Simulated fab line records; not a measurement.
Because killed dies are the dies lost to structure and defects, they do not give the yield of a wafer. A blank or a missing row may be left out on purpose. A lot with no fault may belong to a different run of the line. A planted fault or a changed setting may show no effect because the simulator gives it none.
fab line records	flow berkeley-cmos170
[record] lots = 14	wafers = 42	last-day = 12
route steps=331 shown START@1 ZERO@13 PLDD@155 PSD@183
lots with no fault: from the same line, run without faults
start-h: hours from the record's opening day to when the first of the lot's shown wafers began	wait-h: hours elapsed since this lot's preceding step	" the same as in the row above	L1.1+2: one row covering several wafers at once	- value missing, or start not given	* or withheld: withheld	< > ~ a bound
route shown NAME@n: NAME is a module with steps in the file, n the number in the route of the first one	usual: average and standard deviation across the fault-free wafers	same: alike in all rows	chamber/n: place in a boat	sites: each site's reading	_std_site: standard deviation across them	_edge_site: outer sites' mean less inner sites'	radius-mm: how far each site lies from the wafer's centre	mask NAME#n: copy n	behind: the tool/chamber that last shaped the wafer	hold: why the lot was held/for how many hours/how that ended	device: which transistor (n, p or np) failed to switch	end of line: tests of these same wafers at the route's end	a step given without rows: its recipe and nothing more	killed: dies that structure and defects cost at the first sort, which is not the same as the wafer's yield	map: the dies of a wafer, with x for killed, . for not killed, _ for no die there
set.NAME: the setting the step ran with; set.NAME@STEP: the setting that earlier step ran with	model.NAME: the simulator's own value behind a step, which no gauge read
a sample of lots followed through the steps of the route, with each step as a table and each wafer as a row
services: when a tool's chamber went out of use (start-h, in hours from the record's first day, below 0 if earlier), for how many hours, and the reason
[[steps]]
[step UCB170_START_BOW_MEAS_00]
[recipe] mode = bow
[usual] INCOMING_BOW = 0/6.4
lot.wafer	tool	chamber	start-h	wait-h	INCOMING_BOW[um]
L434.2	film-metro-03	-	10.05	-	1
L434.4	"	-	"	"	1
L434.6	"	-	"	"	-5
L435.3	film-metro-03	-	15.04	-	2
L435.4	"	-	"	"	15
L435.5	"	-	"	"	0
L436.1	film-metro-03	-	20.00	-	-2
L436.2	"	-	"	"	3
L436.6	"	-	"	"	3
L439.1	film-metro-04	-	35.00	-	2
L439.5	"	-	"	"	1
L439.6	"	-	"	"	-1
L442.2	film-metro-02	-	50.02	-	11
L442.3	"	-	"	"	12
L442.6	"	-	"	"	4
L443.1	film-metro-03	-	55.00	-	1
L443.2	"	-	"	"	6
L443.4	"	-	"	"	4
L444.1	film-metro-02	-	60.00	-	6
L444.4	"	-	"	"	6
L444.5	"	-	"	"	-5
L445.1	film-metro-04	-	65.00	-	-7
L445.3	"	-	"	"	-2
L445.4	"	-	"	"	-4
L446.1	film-metro-04	-	70.00	-	1
L446.5	"	-	"	"	-6
L446.6	"	-	"	"	2
L447.4	film-metro-02	-	75.06	-	-3
L447.5	"	-	"	"	-12
L447.6	"	-	"	"	-2
L450.1	film-metro-04	-	90.00	-	0
L450.4	"	-	"	"	6
L450.6	"	-	"	"	8
L451.1	film-metro-03	-	95.00	-	5
L451.4	"	-	"	"	10
L451.5	"	-	"	"	-4
L455.1	film-metro-02	-	115.00	-	1
L455.2	"	-	"	"	-6
L455.5	"	-	"	"	-16
L457.1	film-metro-02	-	125.00	-	-4
L457.5	"	-	"	"	8
L457.6	"	-	"	"	-5
[step UCB170_ZERO_STRIP_07]
[recipe] chemistry = O2	power-w = 400	pressure-mtorr = 3500	platen-temp-c = withheld	o2-flow-sccm = 400	overash-fraction = 0.5
[usual] drypump-motor-current-A = 5.8/0.5	oes-product-au = 0.728/0.0048	strip-time-to-endpoint-s = 21.47/0.066
lot.wafer	tool	chamber	start-h	wait-h	drypump-motor-current-A	oes-product-au	rf-hours-counter-h	strip-time-to-endpoint-s
L434.2	plasma-asher-02	0	17.94	0.0	5.0	0.723	30	21.51
L434.4	"	1	"	"	6.0	0.730	-	21.60
L434.6	"	1	"	"	5.9	0.730	-	21.52
L435.3	plasma-asher-02	1	24.49	0.0	5.9	0.724	-	21.51
L435.4	"	0	"	"	5.1	0.734	-	21.53
L435.5	"	1	"	"	5.9	0.733	-	21.44
L436.1	plasma-asher-04	0	30.52	0.0	6.4	0.726	30	21.61
L436.2	"	1	"	"	6.0	0.731	30	21.63
L436.6	"	1	"	"	6.0	0.733	-	21.51
L439.1	plasma-asher-04	1	41.31	0.0	6.0	0.729	31	21.53
L439.5	"	1	"	"	6.1	0.728	-	21.54
L439.6	"	0	"	"	6.4	0.734	-	21.57
L442.2	plasma-asher-02	1	63.39	0.0	5.9	0.719	34	21.52
L442.3	"	0	"	"	5.1	0.731	-	21.58
L442.6	"	1	"	"	5.9	0.733	-	21.51
L443.1	plasma-asher-01	0	63.66	0.0	5.0	0.730	27	21.45
L443.2	"	1	"	"	5.8	0.725	27	21.50
L443.4	"	0	"	"	5.1	0.730	-	21.42
L444.1	plasma-asher-01	0	69.69	0.0	5.1	0.730	28	21.49
L444.4	"	0	"	"	5.1	0.729	-	21.53
L444.5	"	0	"	"	5.1	0.725	-	21.52
L445.1	plasma-asher-04	1	73.66	0.0	6.1	0.727	34	21.49
L445.3	"	0	"	"	6.4	0.730	-	21.39
L445.4	"	1	"	"	6.0	0.732	-	21.50
L446.1	plasma-asher-04	0	78.49	0.0	6.4	0.725	35	21.42
L446.5	"	1	"	"	6.0	0.730	-	21.49
L446.6	"	0	"	"	6.4	0.731	-	21.37
L447.4	plasma-asher-02	1	87.08	0.0	5.9	0.726	-	21.39
L447.5	"	1	"	"	5.9	0.728	-	21.44
L447.6	"	0	"	"	5.1	0.717	-	21.46
L450.1	plasma-asher-02	0	103.81	0.0	5.1	0.726	39	21.45
L450.4	"	0	"	"	5.1	0.731	-	21.46
L450.6	"	1	"	"	6.0	0.732	-	21.39
L451.1	plasma-asher-01	1	104.06	0.0	5.9	0.722	33	21.43
L451.4	"	0	"	"	5.1	0.722	-	21.45
L451.5	"	1	"	"	5.9	0.726	-	21.41
L455.1	plasma-asher-01	0	131.78	0.0	5.1	0.726	36	21.53
L455.2	"	1	"	"	5.9	0.732	36	21.51
L455.5	"	1	"	"	5.8	0.729	-	21.50
L457.1	plasma-asher-04	0	140.60	0.0	6.4	0.722	41	21.39
L457.5	"	0	"	"	6.4	0.729	-	21.39
L457.6	"	1	"	"	6.0	0.720	-	21.43
[step UCB170_PLDD_STRIP_10]
[recipe] chemistry = O2	power-w = 400	pressure-mtorr = 3500	platen-temp-c = withheld	o2-flow-sccm = 400	overash-fraction = 0.5
[usual] drypump-motor-current-A = 5.6/0.49	oes-product-au = 0.735/0.0044	strip-time-to-endpoint-s = 21.59/0.056
lot.wafer	tool	chamber	start-h	wait-h	drypump-motor-current-A	oes-product-au	rf-hours-counter-h	strip-time-to-endpoint-s
L435.3	plasma-asher-01	0	139.55	0.1	5.0	0.731	-	21.58
L435.4	"	1	"	"	5.9	0.735	-	21.54
L435.5	"	1	"	"	5.9	0.737	-	21.58
L434.2	plasma-asher-02	1	139.75	0.1	5.9	0.727	43	21.69
L434.4	"	0	"	"	5.1	0.730	-	21.66
L434.6	"	1	"	"	6.0	0.725	-	21.61
L439.1	plasma-asher-02	1	153.66	0.1	5.9	0.742	44	21.52
L439.5	"	1	"	"	5.9	0.730	-	21.54
L439.6	"	0	"	"	5.1	0.732	-	21.51
L436.1	plasma-asher-04	1	154.83	0.1	6.0	0.732	42	21.53
L436.2	"	0	"	"	6.4	0.736	42	21.63
L436.6	"	0	"	"	6.4	0.735	-	21.52
L443.1	plasma-asher-01	1	167.49	0.1	5.9	0.739	40	21.64
L443.2	"	0	"	"	5.1	0.733	40	21.62
L443.4	"	1	"	"	5.9	0.730	-	21.60
L442.2	plasma-asher-01	1	167.89	0.1	5.9	0.737	40	21.56
L442.3	"	0	"	"	5.1	0.740	-	21.54
L442.6	"	1	"	"	5.9	0.727	-	21.52
L444.1	plasma-asher-02	0	177.20	0.1	5.1	0.733	46	21.63
L444.4	"	0	"	"	5.1	0.739	-	21.60
L444.5	"	0	"	"	5.1	0.729	-	21.68
L445.1	plasma-asher-01	1	193.85	0.1	5.9	0.733	42	21.48
L445.3	"	0	"	"	5.0	0.738	-	21.51
L445.4	"	1	"	"	5.9	0.738	-	21.39
L446.1	plasma-asher-02	1	206.00	0.1	5.9	0.736	50	21.62
L446.5	"	1	"	"	5.9	0.726	-	21.63
L446.6	"	0	"	"	5.0	0.735	-	21.57
L447.4	plasma-asher-04	1	209.11	0.1	6.1	0.731	-	21.62
L447.5	"	0	"	"	6.4	0.738	-	21.68
L447.6	"	1	"	"	6.0	0.740	-	21.59
L451.1	plasma-asher-01	0	210.07	0.1	5.1	0.742	45	21.67
L451.4	"	0	"	"	5.1	0.740	-	21.68
L451.5	"	1	"	"	5.9	0.733	-	21.63
L450.1	plasma-asher-01	0	213.25	0.1	5.1	0.735	45	21.51
L450.4	"	0	"	"	5.1	0.738	-	21.49
L450.6	"	1	"	"	5.8	0.738	-	21.59
L455.1	plasma-asher-02	0	236.74	0.1	5.0	0.731	54	21.59
L455.2	"	1	"	"	6.0	0.739	54	21.56
L455.5	"	1	"	"	5.9	0.733	-	21.65
L457.1	plasma-asher-02	0	251.20	0.1	5.1	0.736	56	21.57
L457.5	"	0	"	"	5.1	0.733	-	21.61
L457.6	"	1	"	"	5.9	0.736	-	21.55
[step UCB170_PSD_IMPLANT_08]
[recipe] species = B	dose-cm2 = 3e+15	energy-kev = 20	tilt-deg = 7
[usual] beam-energy-keV = 19.999/0.0063
lot.wafer	tool	chamber	start-h	wait-h	beam-energy-keV
L435.3	implanter-02	0	147.85	0.1	20.006
L435.4	"	0	"	"	19.997
L435.5	"	0	"	"	19.999
L434.2	implanter-01	0	148.07	0.0	19.989
L434.4	"	0	"	"	19.980
L434.6	"	0	"	"	19.987
L439.1	implanter-01	0	163.21	0.0	19.995
L439.5	"	0	"	"	20.001
L439.6	"	0	"	"	20.003
L436.1	implanter-02	0	163.56	0.0	20.007
L436.2	"	0	"	"	20.009
L436.6	"	0	"	"	20.010
L442.2	implanter-01	0	177.25	0.0	20.003
L442.3	"	0	"	"	19.995
L442.6	"	0	"	"	19.996
L443.1	implanter-02	0	177.49	0.0	20.007
L443.2	"	0	"	"	19.989
L443.4	"	0	"	"	20.005
L444.1	implanter-04	0	186.02	0.0	19.997
L444.4	"	0	"	"	20.007
L444.5	"	0	"	"	20.001
L445.1	implanter-02	0	202.25	0.0	19.994
L445.3	"	0	"	"	19.988
L445.4	"	0	"	"	19.993
L446.1	implanter-01	0	216.59	0.0	20.397
L446.5	"	0	"	"	20.383
L446.6	"	0	"	"	20.388
L447.4	implanter-02	0	216.78	0.1	19.998
L447.5	"	0	"	"	20.010
L447.6	"	0	"	"	20.006
L451.1	implanter-01	0	217.07	0.0	20.383
L451.4	"	0	"	"	20.388
L451.5	"	0	"	"	20.386
L450.1	implanter-04	0	221.37	0.0	20.000
L450.4	"	0	"	"	19.990
L450.6	"	0	"	"	19.997
L455.1	implanter-04	0	246.32	0.0	19.994
L455.2	"	0	"	"	19.993
L455.5	"	0	"	"	19.989
L457.1	implanter-02	0	259.95	0.0	19.998
L457.5	"	0	"	"	20.001
L457.6	"	0	"	"	20.008
[step UCB170_PSD_STRIP_09]
[recipe] chemistry = O2	power-w = 400	pressure-mtorr = 3500	platen-temp-c = withheld	o2-flow-sccm = 400	overash-fraction = 0.5
[usual] drypump-motor-current-A = 5.8/0.46	oes-product-au = 0.600/0.005	strip-time-to-endpoint-s = 29.39/0.066
lot.wafer	tool	chamber	start-h	wait-h	drypump-motor-current-A	oes-product-au	rf-hours-counter-h	strip-time-to-endpoint-s
L435.3	plasma-asher-03	0	147.98	0.1	6.3	0.589	-	29.40
L435.4	"	1	"	"	5.6	0.600	-	29.37
L435.5	"	0	"	"	6.3	0.601	-	29.37
L434.2	plasma-asher-01	0	148.19	0.1	5.1	0.605	37	29.38
L434.4	"	1	"	"	5.8	0.593	-	29.31
L434.6	"	1	"	"	5.9	0.606	-	29.42
L439.1	plasma-asher-03	1	163.36	0.1	5.6	0.605	4	29.30
L439.5	"	1	"	"	5.6	0.604	-	29.33
L439.6	"	0	"	"	6.3	0.596	-	29.28
L436.1	plasma-asher-01	1	163.71	0.1	5.9	0.606	39	29.42
L436.2	"	0	"	"	5.1	0.595	39	29.42
L436.6	"	1	"	"	5.9	0.602	-	29.40
L442.2	plasma-asher-01	1	177.37	0.1	5.9	0.605	41	29.37
L442.3	"	1	"	"	5.9	0.604	-	29.37
L442.6	"	1	"	"	5.9	0.592	-	29.43
L443.1	plasma-asher-01	1	177.64	0.1	5.9	0.602	41	29.32
L443.2	"	0	"	"	5.1	0.603	41	29.32
L443.4	"	1	"	"	5.9	0.600	-	29.34
L444.1	plasma-asher-01	1	186.17	0.1	5.9	0.600	42	29.41
L444.4	"	0	"	"	5.1	0.606	-	29.29
L444.5	"	1	"	"	5.9	0.598	-	29.41
L445.1	plasma-asher-04	1	202.40	0.1	6.0	0.601	48	29.47
L445.3	"	0	"	"	6.3	0.605	-	29.46
L445.4	"	1	"	"	6.1	0.591	-	29.41
L446.1	plasma-asher-04	1	216.74	0.1	6.0	0.599	49	29.62
L446.5	"	1	"	"	6.0	0.608	-	29.62
L446.6	"	0	"	"	6.4	0.602	-	29.64
L447.4	plasma-asher-03	0	216.89	0.1	6.3	0.597	-	29.46
L447.5	"	0	"	"	6.3	0.606	-	29.47
L447.6	"	1	"	"	5.6	0.603	-	29.39
L451.1	plasma-asher-04	0	217.22	0.1	6.4	0.604	49	29.47
L451.4	"	0	"	"	6.4	0.593	-	29.51
L451.5	"	1	"	"	6.0	0.600	-	29.46
L450.1	plasma-asher-03	0	221.52	0.1	6.3	0.598	11	29.36
L450.4	"	1	"	"	5.6	0.600	-	29.31
L450.6	"	1	"	"	5.6	0.603	-	29.36
L455.1	plasma-asher-04	0	246.47	0.1	6.4	0.594	53	29.29
L455.2	"	1	"	"	6.0	0.598	53	29.36
L455.5	"	0	"	"	6.4	0.597	-	29.36
L457.1	plasma-asher-03	0	260.10	0.1	6.3	0.601	15	29.40
L457.5	"	1	"	"	5.6	0.602	-	29.29
L457.6	"	0	"	"	6.3	0.602	-	29.39
[[services]]
tool	chamber	start-h	hours	kind
implanter-01	-	3.94	23.5	pm
implanter-01	-	42.30	1.4	repair
plasma-asher-04	-	61.29	4.3	pm
implanter-01	-	88.10	3.9	pm
plasma-asher-04	-	98.53	2.3	repair
plasma-asher-03	-	108.75	9.0	pm
plasma-asher-03	0	108.75	9.0	vent-cycle
plasma-asher-03	1	108.75	9.0	vent-cycle
implanter-02	-	112.15	10.1	pm
plasma-asher-03	0	117.75	-	clean
plasma-asher-03	1	117.75	-	clean
plasma-asher-03	-	119.43	0.4	repair
plasma-asher-02	-	141.93	2.8	pm
plasma-asher-04	-	147.15	2.6	repair
implanter-02	-	149.55	4.5	pm
implanter-02	-	183.54	3.2	pm
implanter-04	-	191.31	2.2	repair
plasma-asher-01	-	229.93	2.0	repair
implanter-04	-	230.96	4.7	repair
plasma-asher-01	-	257.97	0.5	repair
[[key]]
[first-sign] step = UCB170_PSD_IMPLANT_08	reading = beam-energy-keV	direction = up	sigmas = 62	usual = 19.999	struck = 20.387
[effect] step = UCB170_PSD_STRIP_09	reading = strip-time-to-endpoint-s	direction = up	sigmas = 2.6	usual = *	struck = *
met-at UCB170_PSD_IMPLANT_08
struck-lots L446,L451
tester-left-out L446,L451
not-acting-at UCB170_START_BOW_MEAS_00,UCB170_ZERO_STRIP_07,UCB170_PLDD_STRIP_10
onset-between 177.25 216.59
[fault] kind = process-parameter-drift	tool = implanter-01	chamber = -	onset-h = 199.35	steps = UCB170_PSD_IMPLANT_08	channel = energy-kev	offset = 0.38772	shape = step	end-h = 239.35	acts-in = these-recipes-only	stated = 20
// tester-left-out: of these lots the tester's yield and bins aren't shown, on N5 and GAA mostly nor the transistor test; their killed dies are dies lost to structure and defects alone, not to doping, threshold or leakage, so they don't give the yield
